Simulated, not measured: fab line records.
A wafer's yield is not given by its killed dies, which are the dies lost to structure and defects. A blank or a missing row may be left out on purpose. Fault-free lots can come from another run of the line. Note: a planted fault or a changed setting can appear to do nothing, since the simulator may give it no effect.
8D (eight disciplines) problem report, filled in by code :: flow ritCmos :: the parts of the form that need people (team, actions taken, sign-off) are left out

== 1. WHAT IS WRONG ==
Wafers without a fault read 169.99, standard deviation 0.054; beamEnergyKeV at RIT_PWELL_IMPLANT_08 reads a mean of 176.62 on 6 wafers belonging to 2 lots. So: +99 or more standard deviations from the usual mean.
Earliest sighting: wafer L781.2 on implanter-04 at day 5 03:46. At this step, 18 wafers from 6 lots have a number in the record. Rule for "out", or "out of limits": more than 4 standard deviations from the usual mean. The rest of the wafers with a number are treated as sound.

== 2. WHAT IT IS, AND WHAT IT ISN'T ==
question: which readings at this step
is: beamEnergyKeV
is not: -

question: which lots
is: L781, L782
is not: L766, L770, L785, L786

question: which wafers of those lots
is: all that have a number
is not: -

question: read on which tools
is: implanter-04
is not: implanter-01, implanter-02

question: when
is: from day 5 03:46
is not: up to then (6 sound wafers); but 6 sound wafers of L785, L786 came after

== 3. THE SUSPECTS, EACH WITH WHAT RULES IT OUT ==
Counting: a tool stays on the suspect list if, at a process step up to the reading, it processed all lots that are out and no sound lot following the first of them.
- implanter-04 at RIT_PWELL_IMPLANT_08: kept. It ran every lot that is out, first L781 (day 5 03:46), and no sound lot after that; its last sound lot up to then is L770 (day 2 20:34). On those wafers its own readings are out: beamEnergyKeV.
Remaining after the count: implanter-04 at RIT_PWELL_IMPLANT_08.

== 4. THE CAUSE (what the simulator had put in) ==
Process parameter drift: implanter-04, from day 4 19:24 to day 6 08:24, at RIT_PWELL_IMPLANT_08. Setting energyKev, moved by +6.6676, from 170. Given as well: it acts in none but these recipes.
Counting left only this tool.

== 5. THE EFFECT CHAIN, in route order ==
One row per reading whose mean, taken over the struck wafers that have a number, lies over 3 standard deviations from the usual. Readings are gone through only where the record gives a usual standard deviation; hours: the median, over the lots, of the time from a lot's start at the first step in this table giving one to that lot's start at this step; sigmas: the change measured in usual standard deviations.
hours: 0
step: RIT_PWELL_IMPLANT_08
reading: beamEnergyKeV
usual: 169.99
on struck wafers: 176.62
change: +6.63
sigmas: +99 or more
Its process steps:
- RIT_PWELL_IMPLANT_08

== 6. WHAT WOULD HAVE CAUGHT IT SOONER ==
The fault began at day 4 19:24; the first out-of-limits reading in this record came at day 5 03:46, 8 hours later.
